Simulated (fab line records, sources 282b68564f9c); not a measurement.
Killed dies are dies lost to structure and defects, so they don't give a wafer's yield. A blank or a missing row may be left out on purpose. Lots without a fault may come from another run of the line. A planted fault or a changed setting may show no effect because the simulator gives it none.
Chamber matching | flow rit_cmos | RIT_GATE_ETCH_19 on rie_si-02: 4 sister chambers
The step etches poly-Si in SF6/CHF3/O2, stops on SiO2, time 165 s, target depth 312.5 nm. 4 wafers are shown with their chamber, then 8 later ones without.

WAFERS WITH THEIR CHAMBER
wafer  | chamber | drypump_motor_current_A (A)
L874.1 | 2       | 6.0
L874.4 | 3       | 5.8
L874.6 | 1       | 6.5
L876.3 | 0       | 6.2

WAFERS WITHOUT THEIR CHAMBER
wafer  | drypump_motor_current_A (A)
L876.4 | 5.8
L876.5 | 6.5
L878.1 | 5.7
L878.3 | 6.2
L878.6 | 6.5
L880.1 | 5.7
L880.2 | 6.5
L880.3 | 6.3

WHICH CHAMBER EACH WENT THROUGH
wafer  | from the rows above     | in truth
L876.4 | 3                       | 3
L876.5 | 1                       | 1
L878.1 | 3                       | 3
L878.3 | 0                       | 0
L878.6 | 1                       | 1
L880.1 | 3                       | 3
L880.2 | 1                       | 1
L880.3 | can't be placed: 0 or 1 | 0
Placed correctly: 7 of 8. Can't be placed from these rows: 1 (the true chamber is among the candidates in 1). Placed wrongly: 0.
How it was worked out, from the rows above alone: a wafer's distance from a chamber is the root of the sum, over the readings, of the square of ((its reading less the chamber's mean) divided by the reading's scatter). The wafer belongs to the nearest chamber; if the next one is less than 2 further off, it can't be placed. A chamber's mean is the mean of its shown wafers. The scatter: with one shown wafer a chamber, the root of the mean of the squares of how far each hidden wafer lies from its nearest shown one.
